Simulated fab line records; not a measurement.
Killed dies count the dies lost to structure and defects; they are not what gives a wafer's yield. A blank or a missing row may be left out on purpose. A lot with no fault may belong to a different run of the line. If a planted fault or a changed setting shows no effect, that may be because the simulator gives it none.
8D (eight disciplines) problem report, filled in by code | flow berkeley cmos170 | the parts of the form that need people (team, actions taken, sign-off) are left out

1. WHAT WENT WRONG
Wafers without a fault read 1.0, standard deviation 0.99; killed_at_M0_to_M3 at UCB170_M3_PROBE_99 reads a mean of 261.7 on 6 wafers belonging to 2 lots. That is +99 or more standard deviations from the usual mean.
Earliest sighting: wafer L917.1 on prober-02 at day 11 09:24. At this step, 15 wafers from 5 lots have a number in the record. Rule for "out" (also "out of limits"): further than 4 standard deviations from the usual mean. The rest of the wafers with a number are treated as sound.

2. WHAT IT IS; WHAT IT IS NOT
question                    | is                                                                                                                     | is not
which readings at this step | killed_at_M0_to_M3, defect limited yield, killed dies, killed on rim, sort_bin_5_function, sort n pass, sort yield pct | killed short, sort_bin_3_pad_short, sort_bin_6_memory
which lots                  | L916, L917                                                                                                             | L920, L921, L925
which wafers of those lots  | all that have a number                                                                                                 | -
read on which tools         | prober-02                                                                                                              | prober-01
when                        | from day 11 09:24                                                                                                      | up to then (0 sound wafers); but 9 sound wafers of L920, L921, L925 came after

3. WHAT RULES OUT EACH SUSPECT
Counting: a tool at any process step up to the reading remains a suspect when it ran all the lots that are out and ran no sound lot after the first of those.
- plasma asher-03 at UCB170_M2_STRIP_19 (strips in O2): ruled out as a lasting fault. Following L917 (day 11 03:01), the first lot on it that is out, the sound lots L925 were run on it.
- prober-02 at UCB170_M3_PROBE_99: ruled out as a lasting fault. Following L917 (day 11 09:24), the first lot on it that is out, the sound lots L925 were run on it.
Left after counting: nothing in the record.

4. THE CAUSE (what the simulator had put in)
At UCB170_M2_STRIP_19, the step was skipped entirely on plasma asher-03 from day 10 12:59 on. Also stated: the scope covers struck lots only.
The count ruled it out by mistake, since the rule takes a fault to strike every lot its tool runs from the start of the fault on, and this one did not do so.

5. THE CHAIN OF EFFECTS, in route order
One row per reading whose mean, taken over the struck wafers that have a number, lies over 3 standard deviations from the usual. Only readings whose record carries a usual standard deviation are examined. hours: median over the lots of the time between each lot's start at the first step of this table that gives one and its start at this step. sigmas: the change, counted in usual standard deviations.
hours | step               | reading              | usual  | on struck wafers | change | sigmas
0     | UCB170_M3_PROBE_99 | defect limited yield | 98.9 % | 0.0              | -98.9  | -99 or more
0     | UCB170_M3_PROBE_99 | killed_at_M0_to_M3   | 1.0    | 261.7            | +260.7 | +99 or more
0     | UCB170_M3_PROBE_99 | killed dies          | 3.0    | 264.0            | +261.0 | +99 or more
0     | UCB170_M3_PROBE_99 | killed on rim        | 1.0    | 70.0             | +69.0  | +70
0     | UCB170_M3_PROBE_99 | sort_bin_5_function  | 0.6 %  | 99.4             | +98.8  | +99 or more
0     | UCB170_M3_PROBE_99 | sort n pass          | 261.0  | 0.0              | -261.0 | -99 or more
0     | UCB170_M3_PROBE_99 | sort yield pct       | 98.9 % | 0.0              | -98.9  | -99 or more
Its process steps:
- UCB170_M3_PROBE_99
Readings that are blank on the struck wafers while sound wafers have them: chamber pressure mTorr at UCB170_M2_STRIP_19; drypump motor current A at UCB170_M2_STRIP_19; oes product au at UCB170_M2_STRIP_19.

6. WHAT WOULD HAVE CAUGHT IT SOONER
First out-of-limits reading in this record: day 11 09:24, which is 20 hours after fault onset at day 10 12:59.
At UCB170_M2_STRIP_19 the tool's readings are blank on the struck wafers, where sound wafers have them: an empty tool record is the first sign, and it was there at once.
